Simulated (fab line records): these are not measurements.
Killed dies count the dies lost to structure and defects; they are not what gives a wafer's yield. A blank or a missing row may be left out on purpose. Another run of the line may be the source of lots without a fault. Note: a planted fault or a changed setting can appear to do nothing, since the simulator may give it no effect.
Which of the tools did it? | flow berkeley-cmos170 | 15 lots, 45 wafers sampled, at 4 steps of a route of 331

WHAT THE GAUGES SHOWED, per wafer
UCB170_START_BOW_MEAS_00.
lot  | measured    | on            | INCOMING_BOW (um)
L138 | day 1 10:02 | film-metro-04 | 7 -15 4
L139 | day 1 15:00 | film-metro-04 | -7 7 -5
L140 | day 1 20:00 | film-metro-02 | -4 -1 -12
L141 | day 2 01:00 | film-metro-04 | 4 0 -4
L142 | day 2 06:00 | film-metro-04 | -16 5 -10
L143 | day 2 11:01 | film-metro-03 | -2 3 -1
L144 | day 2 16:01 | film-metro-03 | -3 -4 0
L145 | day 2 21:01 | film-metro-03 | -7 4 6
L146 | day 3 02:00 | film-metro-04 | 12 -20 -1
L147 | day 3 07:00 | film-metro-03 | 1 -1 2
L150 | day 3 22:01 | film-metro-03 | 4 8 -3
L155 | day 4 23:00 | film-metro-04 | 6 0 7
L159 | day 5 19:02 | film-metro-03 | 1 -6 -3
L160 | day 6 00:00 | film-metro-03 | -6 2 8
L161 | day 6 05:00 | film-metro-04 | -4 3 -6

UCB170_V1_OVL_MEAS_13.
lot  | measured     | on         | V1_OVL (nm)
L138 | day 7 14:19  | overlay-01 | 8 6 6
L139 | day 7 14:40  | overlay-01 | 5 -3 7
L140 | day 7 14:25  | overlay-01 | -1 -1 -9
L141 | day 7 21:40  | overlay-02 | 6 10 6
L142 | day 8 07:59  | overlay-01 | -3 -11 -9
L143 | day 8 07:41  | overlay-02 | 6 9 3
L144 | day 8 15:46  | overlay-01 | 0 3 -2
L150 | day 9 14:56  | overlay-01 | -2 1 3
L155 | day 11 00:14 | overlay-02 | 7 0 8
L159 | day 11 10:40 | overlay-01 | -8 1 -2
L160 | day 11 10:52 | overlay-02 | -5 -3 6
L161 | day 11 23:07 | overlay-02 | 3 3 -7

TOOL THAT RAN EACH LOT (tool first, then ch and the chambers of the sampled wafers, then the start)
lot  | UCB170_NWELL_STRIP_15               | UCB170_SDANNEAL_RTA_00
L138 | plasma-asher-02 ch 0,1, day 2 12:38 | rtp-anneal-01 ch 0, day 7 01:30
L139 | plasma-asher-04 ch 0,1, day 2 14:15 | rtp-anneal-01 ch 0, day 7 01:55
L140 | plasma-asher-04 ch 0,1, day 2 17:19 | rtp-anneal-01 ch 0, day 7 01:40
L141 | plasma-asher-02 ch 0,1, day 2 22:35 | rtp-anneal-01 ch 0, day 7 06:08
L142 | plasma-asher-03 ch 0, day 3 03:40   | rtp-anneal-01 ch 0, day 7 14:20
L143 | plasma-asher-04 ch 0,1, day 3 03:45 | rtp-anneal-02 ch 0, day 7 14:17
L144 | plasma-asher-02 ch 0,1, day 3 12:30 | rtp-anneal-02 ch 0, day 7 23:11
L145 | plasma-asher-02 ch 0,1, day 3 19:32 | rtp-anneal-01, day 7 23:41
L146 | plasma-asher-03 ch 0, day 4 02:44   | rtp-anneal-02, day 8 18:17
L147 | plasma-asher-04 ch 0,1, day 4 02:24 | rtp-anneal-01, day 8 17:28
L150 | plasma-asher-03 ch 0,1, day 4 16:38 | rtp-anneal-01 ch 0, day 8 23:23
L155 | plasma-asher-02 ch 0,1, day 6 03:41 | rtp-anneal-01 ch 0, day 10 10:12
L159 | plasma-asher-04 ch 0,1, day 6 20:54 | rtp-anneal-02 ch 0, day 10 18:52
L160 | plasma-asher-02 ch 0,1, day 6 20:42 | rtp-anneal-01 ch 0, day 10 18:23
L161 | plasma-asher-04 ch 0,1, day 7 02:00 | rtp-anneal-01 ch 0, day 11 05:00
- UCB170_NWELL_STRIP_15: strips in O2.
- UCB170_SDANNEAL_RTA_00: time 10 s.

WHAT THE TOOLS THEMSELVES READ (means of the sampled wafers that have a number; where no wafer has one, the mark that the record gives instead)
UCB170_NWELL_STRIP_15.
lot  | tool            | drypump-motor-current-A (A) | oes-product-au (a.u.) | strip-time-to-endpoint-s (s)
L138 | plasma-asher-02 | 5.66                        | 0.724                 | 17.98
L139 | plasma-asher-04 | 5.97                        | 0.721                 | 18.09
L140 | plasma-asher-04 | 5.95                        | 0.721                 | 18.02
L141 | plasma-asher-02 | 5.67                        | 0.723                 | 18.01
L142 | plasma-asher-03 | 5.93                        | 0.723                 | 17.91
L143 | plasma-asher-04 | 6.02                        | 0.719                 | 18.12
L144 | plasma-asher-02 | 5.52                        | 0.720                 | 17.95
L145 | plasma-asher-02 | 5.66                        | 0.717                 | 17.99
L146 | plasma-asher-03 | 5.90                        | 0.719                 | 17.87
L147 | plasma-asher-04 | 6.00                        | 0.725                 | 18.16
L150 | plasma-asher-03 | 5.74                        | 0.727                 | 18.00
L155 | plasma-asher-02 | 5.54                        | 0.726                 | 18.07
L159 | plasma-asher-04 | 5.99                        | 0.724                 | 17.99
L160 | plasma-asher-02 | 5.68                        | 0.722                 | 18.20
L161 | plasma-asher-04 | 6.02                        | 0.719                 | 18.06

UCB170_SDANNEAL_RTA_00.
lot  | tool          | anneal-temp-c-max | chamber-o2-ppm | lamp-power-pct (%) | wafer_temp_C_max
L138 | rtp-anneal-01 | 903.6             | 1.990          | 21.1               | 903.3
L139 | rtp-anneal-01 | 904.0             | 2.013          | 21.1               | 903.8
L140 | rtp-anneal-01 | 903.4             | 1.970          | 21.1               | 902.8
L141 | rtp-anneal-01 | 904.1             | 2.000          | 21.1               | 903.7
L142 | rtp-anneal-01 | 904.6             | 1.993          | 21.1               | 903.7
L143 | rtp-anneal-02 | 904.6             | 2.001          | 24.9               | 904.1
L144 | rtp-anneal-02 | 905.3             | 1.995          | 24.9               | 905.3
L145 | rtp-anneal-01 | -                 | -              | -                  | -
L146 | rtp-anneal-02 | -                 | -              | -                  | -
L147 | rtp-anneal-01 | -                 | -              | -                  | -
L150 | rtp-anneal-01 | 904.0             | 2.024          | 21.1               | 903.9
L155 | rtp-anneal-01 | 905.5             | 1.971          | 21.1               | 903.9
L159 | rtp-anneal-02 | 906.4             | 1.993          | 24.9               | 904.0
L160 | rtp-anneal-01 | 903.7             | 2.011          | 21.1               | 902.9
L161 | rtp-anneal-01 | 904.1             | 2.007          | 21.1               | 903.9

THE ANSWER, worked out from the rows above alone
Rule: what is usual is taken from the lots themselves. Put in order of their means at a reading, lots are off if they are a third of the lots or fewer, leave a main group of 4 or more, and stand apart from it by a gap of 3 or more times the standard deviation of the main group's means; of several such gaps the widest counts. The tables above print the reading to a certain number of digits; a main group whose means all agree to those digits is not used. A lot without any number at a reading at which 4 lots or more have one is off too. Any other lot the step has rows for is counted as sound. First the gauges in route order, then the tools' own readings, where a lot's mean is used as printed above. At the first step where some lot is off, the reading lying furthest off is the one used; lots without a number count as furthest.
Off, at UCB170_SDANNEAL_RTA_00 on anneal-temp-c-max: L145, L146, L147. Without a number there: L145, L146, L147. The main group has a mean of 904.4 with a standard deviation of 0.85.
If a tool, at that step or one of the process steps before it, ran each lot that is off and ran no sound lot following the first of them, it fits. No candidate that was tried fits.

WHAT HAD BEEN PUT IN BY THE SIMULATOR
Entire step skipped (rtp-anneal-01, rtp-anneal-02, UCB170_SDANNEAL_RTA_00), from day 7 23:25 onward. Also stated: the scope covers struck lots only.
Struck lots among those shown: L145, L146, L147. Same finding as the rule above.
